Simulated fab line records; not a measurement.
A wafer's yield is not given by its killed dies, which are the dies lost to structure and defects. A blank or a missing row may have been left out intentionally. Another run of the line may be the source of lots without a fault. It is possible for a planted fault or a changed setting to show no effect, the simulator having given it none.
Which tool was responsible? || flow berkeley_cmos170 || 12 lots, 36 wafers sampled, at 5 steps of a route of 331

## WHAT THE GAUGES READ, wafer by wafer
UCB170_ACTIVE_THK_MEAS_03. Usual: ACTIVE_OXIDE_THK typically reads 26.2 nm, with standard deviation 0.49.
{"lot": "L792", "measured": "day 4 08:22", "on": "film_metro-04", "ACTIVE_OXIDE_THK (nm)": "25.9 26.3 26.1", "flag": ""}
{"lot": "L793", "measured": "day 5 02:51", "on": "film_metro-02", "ACTIVE_OXIDE_THK (nm)": "26.3 26.8 27.6", "flag": ""}
{"lot": "L794", "measured": "day 5 02:49", "on": "film_metro-03", "ACTIVE_OXIDE_THK (nm)": "25.7 25.8 26.2", "flag": ""}
{"lot": "L795", "measured": "day 5 02:50", "on": "film_metro-04", "ACTIVE_OXIDE_THK (nm)": "25.8 26.0 26.0", "flag": ""}
{"lot": "L796", "measured": "day 5 02:54", "on": "film_metro-04", "ACTIVE_OXIDE_THK (nm)": "26.4 26.4 26.7", "flag": ""}
{"lot": "L797", "measured": "day 5 17:41", "on": "film_metro-02", "ACTIVE_OXIDE_THK (nm)": "25.7 26.0 25.8", "flag": ""}
{"lot": "L798", "measured": "day 6 02:20", "on": "film_metro-03", "ACTIVE_OXIDE_THK (nm)": "25.4 25.3 26.0", "flag": ""}
{"lot": "L799", "measured": "day 6 02:20", "on": "film_metro-02", "ACTIVE_OXIDE_THK (nm)": "25.7 25.7 25.4", "flag": ""}
{"lot": "L800", "measured": "day 6 09:17", "on": "film_metro-04", "ACTIVE_OXIDE_THK (nm)": "25.9 26.2 26.3", "flag": ""}
{"lot": "L801", "measured": "day 6 19:37", "on": "film_metro-02", "ACTIVE_OXIDE_THK (nm)": "26.4 25.9 26.7", "flag": ""}
{"lot": "L809", "measured": "day 8 03:48", "on": "film_metro-03", "ACTIVE_OXIDE_THK (nm)": "26.8 25.3 26.3", "flag": ""}
{"lot": "L810", "measured": "day 8 03:49", "on": "film_metro-02", "ACTIVE_OXIDE_THK (nm)": "26.2 26.7 25.9", "flag": ""}

UCB170_SACOX_THK_MEAS_02. Usual: SACOX_OXIDE_THK typically reads 14.37 nm, with standard deviation 0.28.
{"lot": "L792", "measured": "day 6 00:59", "on": "film_metro-03", "SACOX_OXIDE_THK (nm)": "14.10 14.40 14.33", "flag": ""}
{"lot": "L793", "measured": "day 6 15:57", "on": "film_metro-03", "SACOX_OXIDE_THK (nm)": "14.50 14.55 14.43", "flag": ""}
{"lot": "L794", "measured": "day 6 15:57", "on": "film_metro-02", "SACOX_OXIDE_THK (nm)": "14.41 14.47 14.41", "flag": ""}
{"lot": "L795", "measured": "day 6 16:02", "on": "film_metro-02", "SACOX_OXIDE_THK (nm)": "14.62 14.74 14.45", "flag": ""}
{"lot": "L796", "measured": "day 6 16:02", "on": "film_metro-03", "SACOX_OXIDE_THK (nm)": "14.22 14.20 14.11", "flag": ""}
{"lot": "L797", "measured": "day 7 10:22", "on": "film_metro-02", "SACOX_OXIDE_THK (nm)": "14.38 14.57 14.56", "flag": ""}
{"lot": "L798", "measured": "day 7 20:05", "on": "film_metro-02", "SACOX_OXIDE_THK (nm)": "14.46 14.37 14.70", "flag": ""}
{"lot": "L799", "measured": "day 7 20:02", "on": "film_metro-02", "SACOX_OXIDE_THK (nm)": "14.44 14.41 14.46", "flag": ""}
{"lot": "L800", "measured": "day 7 20:02", "on": "film_metro-03", "SACOX_OXIDE_THK (nm)": "14.38 14.25 14.36", "flag": ""}
{"lot": "L801", "measured": "day 8 04:53", "on": "film_metro-01", "SACOX_OXIDE_THK (nm)": "14.09 13.99 14.07", "flag": ""}
{"lot": "L809", "measured": "day 9 11:15", "on": "film_metro-02", "SACOX_OXIDE_THK (nm)": "14.06 14.21 14.16", "flag": ""}
{"lot": "L810", "measured": "day 9 11:16", "on": "film_metro-01", "SACOX_OXIDE_THK (nm)": "14.17 14.18 14.00", "flag": ""}

UCB170_GATE_THK_MEAS_05. Usual: GATE_POLY_THK typically reads 214.1 nm, with standard deviation 1.9.
{"lot": "L792", "measured": "day 7 10:52", "on": "film_metro-03", "GATE_POLY_THK (nm)": "214.3 213.7 211.5", "flag": ""}
{"lot": "L793", "measured": "day 8 01:46", "on": "film_metro-02", "GATE_POLY_THK (nm)": "215.6 213.2 214.5", "flag": ""}
{"lot": "L794", "measured": "day 8 01:46", "on": "film_metro-03", "GATE_POLY_THK (nm)": "216.6 215.3 215.5", "flag": ""}
{"lot": "L795", "measured": "day 8 01:50", "on": "film_metro-02", "GATE_POLY_THK (nm)": "210.8 213.0 210.9", "flag": ""}
{"lot": "L796", "measured": "day 8 01:47", "on": "film_metro-01", "GATE_POLY_THK (nm)": "215.3 213.5 213.7", "flag": ""}
{"lot": "L797", "measured": "day 8 14:13", "on": "film_metro-02", "GATE_POLY_THK (nm)": "212.3 213.4 212.0", "flag": ""}
{"lot": "L798", "measured": "day 9 02:02", "on": "film_metro-02", "GATE_POLY_THK (nm)": "246.0 223.2 219.9 246.3 223.3 219.9", "flag": "OFF"}
{"lot": "L799", "measured": "day 9 02:03", "on": "film_metro-03", "GATE_POLY_THK (nm)": "219.0 234.5 241.6 219.0 234.7 241.9", "flag": "OFF"}
{"lot": "L800", "measured": "day 9 02:02", "on": "film_metro-01", "GATE_POLY_THK (nm)": "245.4 233.8 220.5 245.6 233.9 220.6", "flag": "OFF"}
{"lot": "L801", "measured": "day 9 10:34", "on": "film_metro-03", "GATE_POLY_THK (nm)": "213.0 213.4 214.2", "flag": ""}
{"lot": "L809", "measured": "day 10 14:53", "on": "film_metro-02", "GATE_POLY_THK (nm)": "212.9 215.2 212.5", "flag": ""}
{"lot": "L810", "measured": "day 10 14:54", "on": "film_metro-01", "GATE_POLY_THK (nm)": "213.9 212.7 214.7", "flag": ""}

## EACH LOT AND THE TOOL THAT RAN IT (in order: tool; ch and the chambers of the sampled wafers; start)
{"lot": "L792", "UCB170_NWELL_STRIP_15": "plasma_asher-01 ch 0,1, day 2 08:23", "UCB170_GATE_CVD_04": "lpcvd-02 ch 1, day 7 08:42"}
{"lot": "L793", "UCB170_NWELL_STRIP_15": "plasma_asher-03 ch 0,1, day 2 18:54", "UCB170_GATE_CVD_04": "lpcvd-01 ch 0, day 8 00:22"}
{"lot": "L794", "UCB170_NWELL_STRIP_15": "plasma_asher-02 ch 0,1, day 3 01:47", "UCB170_GATE_CVD_04": "lpcvd-01 ch 0, day 8 00:22"}
{"lot": "L795", "UCB170_NWELL_STRIP_15": "plasma_asher-01 ch 0,1, day 3 02:26", "UCB170_GATE_CVD_04": "lpcvd-01 ch 1, day 8 00:22"}
{"lot": "L796", "UCB170_NWELL_STRIP_15": "plasma_asher-03 ch 0,1, day 3 02:30", "UCB170_GATE_CVD_04": "lpcvd-01 ch 0, day 8 00:22"}
{"lot": "L797", "UCB170_NWELL_STRIP_15": "plasma_asher-03 ch 0,1, day 3 18:39", "UCB170_GATE_CVD_04": "lpcvd-01 ch 1, day 8 12:49"}
{"lot": "L798", "UCB170_NWELL_STRIP_15": "plasma_asher-01 ch 0,1, day 3 23:59", "UCB170_GATE_CVD_04": "lpcvd-01 ch 1, day 9 00:38"}
{"lot": "L799", "UCB170_NWELL_STRIP_15": "plasma_asher-03 ch 0,1, day 4 00:16", "UCB170_GATE_CVD_04": "lpcvd-01 ch 1, day 9 00:38"}
{"lot": "L800", "UCB170_NWELL_STRIP_15": "plasma_asher-01 ch 0,1, day 4 08:17", "UCB170_GATE_CVD_04": "lpcvd-01 ch 1, day 9 00:38"}
{"lot": "L801", "UCB170_NWELL_STRIP_15": "plasma_asher-01 ch 0,1, day 4 17:13", "UCB170_GATE_CVD_04": "lpcvd-02 ch 1, day 9 09:08"}
{"lot": "L809", "UCB170_NWELL_STRIP_15": "plasma_asher-01 ch 0,1, day 6 03:49", "UCB170_GATE_CVD_04": "lpcvd-02 ch 0, day 10 13:29"}
{"lot": "L810", "UCB170_NWELL_STRIP_15": "plasma_asher-02 ch 0,1, day 6 10:11", "UCB170_GATE_CVD_04": "lpcvd-02 ch 0, day 10 13:29"}
- UCB170_NWELL_STRIP_15: strips in O2.
- UCB170_GATE_CVD_04: deposits poly-Si from SiH4, time 1440 s, target thk 214 nm.

## WHAT THE TOOLS THEMSELVES READ (means of the sampled wafers that have a number; where no wafer has one, the mark that the record gives instead)
UCB170_NWELL_STRIP_15. Usual: drypump_motor_current_A 6.26 A, standard deviation 0.25; oes_product_au 0.721 a.u., standard deviation 0.0046; strip_time_to_endpoint_s 18.02 s, standard deviation 0.11.
{"lot": "L792", "tool": "plasma_asher-01", "drypump_motor_current_A (A)": 6.28, "oes_product_au (a.u.)": 0.722, "strip_time_to_endpoint_s (s)": 18.14, "flag": ""}
{"lot": "L793", "tool": "plasma_asher-03", "drypump_motor_current_A (A)": 5.97, "oes_product_au (a.u.)": 0.720, "strip_time_to_endpoint_s (s)": 17.98, "flag": ""}
{"lot": "L794", "tool": "plasma_asher-02", "drypump_motor_current_A (A)": 6.44, "oes_product_au (a.u.)": 0.720, "strip_time_to_endpoint_s (s)": 18.04, "flag": ""}
{"lot": "L795", "tool": "plasma_asher-01", "drypump_motor_current_A (A)": 6.24, "oes_product_au (a.u.)": 0.721, "strip_time_to_endpoint_s (s)": 17.96, "flag": ""}
{"lot": "L796", "tool": "plasma_asher-03", "drypump_motor_current_A (A)": 6.02, "oes_product_au (a.u.)": 0.724, "strip_time_to_endpoint_s (s)": 17.96, "flag": ""}
{"lot": "L797", "tool": "plasma_asher-03", "drypump_motor_current_A (A)": 5.94, "oes_product_au (a.u.)": 0.722, "strip_time_to_endpoint_s (s)": 18.05, "flag": ""}
{"lot": "L798", "tool": "plasma_asher-01", "drypump_motor_current_A (A)": 6.28, "oes_product_au (a.u.)": 0.722, "strip_time_to_endpoint_s (s)": 18.09, "flag": ""}
{"lot": "L799", "tool": "plasma_asher-03", "drypump_motor_current_A (A)": 5.99, "oes_product_au (a.u.)": 0.715, "strip_time_to_endpoint_s (s)": 18.09, "flag": ""}
{"lot": "L800", "tool": "plasma_asher-01", "drypump_motor_current_A (A)": 6.26, "oes_product_au (a.u.)": 0.718, "strip_time_to_endpoint_s (s)": 17.95, "flag": ""}
{"lot": "L801", "tool": "plasma_asher-01", "drypump_motor_current_A (A)": 6.27, "oes_product_au (a.u.)": 0.721, "strip_time_to_endpoint_s (s)": 18.04, "flag": ""}
{"lot": "L809", "tool": "plasma_asher-01", "drypump_motor_current_A (A)": 6.32, "oes_product_au (a.u.)": 0.718, "strip_time_to_endpoint_s (s)": 18.00, "flag": ""}
{"lot": "L810", "tool": "plasma_asher-02", "drypump_motor_current_A (A)": 6.43, "oes_product_au (a.u.)": 0.719, "strip_time_to_endpoint_s (s)": 18.18, "flag": ""}

UCB170_GATE_CVD_04. Usual: pressure_mtorr 375.0 mTorr, standard deviation 0.85; spike_tc_centre_C 613.0 C, standard deviation 1.5.
{"lot": "L792", "tool": "lpcvd-02", "pressure_mtorr (mTorr)": 376.5, "spike_tc_centre_C (C)": 612.2, "flag": ""}
{"lot": "L793", "tool": "lpcvd-01", "pressure_mtorr (mTorr)": 374.7, "spike_tc_centre_C (C)": 615.1, "flag": ""}
{"lot": "L794", "tool": "lpcvd-01", "pressure_mtorr (mTorr)": 375.5, "spike_tc_centre_C (C)": 613.7, "flag": ""}
{"lot": "L795", "tool": "lpcvd-01", "pressure_mtorr (mTorr)": 375.9, "spike_tc_centre_C (C)": 610.7, "flag": ""}
{"lot": "L796", "tool": "lpcvd-01", "pressure_mtorr (mTorr)": 376.5, "spike_tc_centre_C (C)": 614.0, "flag": ""}
{"lot": "L797", "tool": "lpcvd-01", "pressure_mtorr (mTorr)": 374.8, "spike_tc_centre_C (C)": 611.0, "flag": ""}
{"lot": "L798", "tool": "lpcvd-01", "pressure_mtorr (mTorr)": 375.1, "spike_tc_centre_C (C)": 624.4, "flag": "OFF"}
{"lot": "L799", "tool": "lpcvd-01", "pressure_mtorr (mTorr)": 374.8, "spike_tc_centre_C (C)": 622.7, "flag": "OFF"}
{"lot": "L800", "tool": "lpcvd-01", "pressure_mtorr (mTorr)": 375.3, "spike_tc_centre_C (C)": 623.5, "flag": "OFF"}
{"lot": "L801", "tool": "lpcvd-02", "pressure_mtorr (mTorr)": 376.4, "spike_tc_centre_C (C)": 613.6, "flag": ""}
{"lot": "L809", "tool": "lpcvd-02", "pressure_mtorr (mTorr)": 375.2, "spike_tc_centre_C (C)": 612.5, "flag": ""}
{"lot": "L810", "tool": "lpcvd-02", "pressure_mtorr (mTorr)": 373.4, "spike_tc_centre_C (C)": 613.3, "flag": ""}

## THE ANSWER, worked out from the rows above alone
Rule: a lot counts as off when the mean over its wafers that have a number is more than 3 standard deviations away from the usual mean. Also off: a lot with no number at a reading for which 4 or more lots have one. Any other lot the step has rows for is counted as sound. First the gauges in route order, then the tools' own readings, where a lot's mean is used as printed above. At the first step where some lot is off, the reading lying furthest off is the one used; lots without a number count as furthest.
Off: at UCB170_GATE_THK_MEAS_05 (GATE_POLY_THK), L798, L799, L800.
A tool fits if, at a process step before that reading, it ran every lot that is off, and no sound lot after the first of them. The gauges at UCB170_GATE_THK_MEAS_05 aren't tried: what is off there is off at UCB170_GATE_CVD_04 too, on other tools, and a gauge's error can't cause that. One fits: lpcvd-01 at UCB170_GATE_CVD_04. Its last sound lot is L797 (day 8 12:49), its first lot that is off L798 (day 9 00:38): a fault that began between those two fits.
The tool's own readings at UCB170_GATE_CVD_04 bear it out: on the lots that are off they differ by more than 5 times the standard deviation of the sound lots' means. spike_tc_centre_C reads 623.5 C there against 612.9 C on the sound lots.

## WHAT THE SIMULATOR HAD INSERTED
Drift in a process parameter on lpcvd-01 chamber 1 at UCB170_GATE_CVD_04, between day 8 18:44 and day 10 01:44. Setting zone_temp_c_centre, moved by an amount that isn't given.
Lots struck among those shown: L798, L799, L800. The rule above found the same.
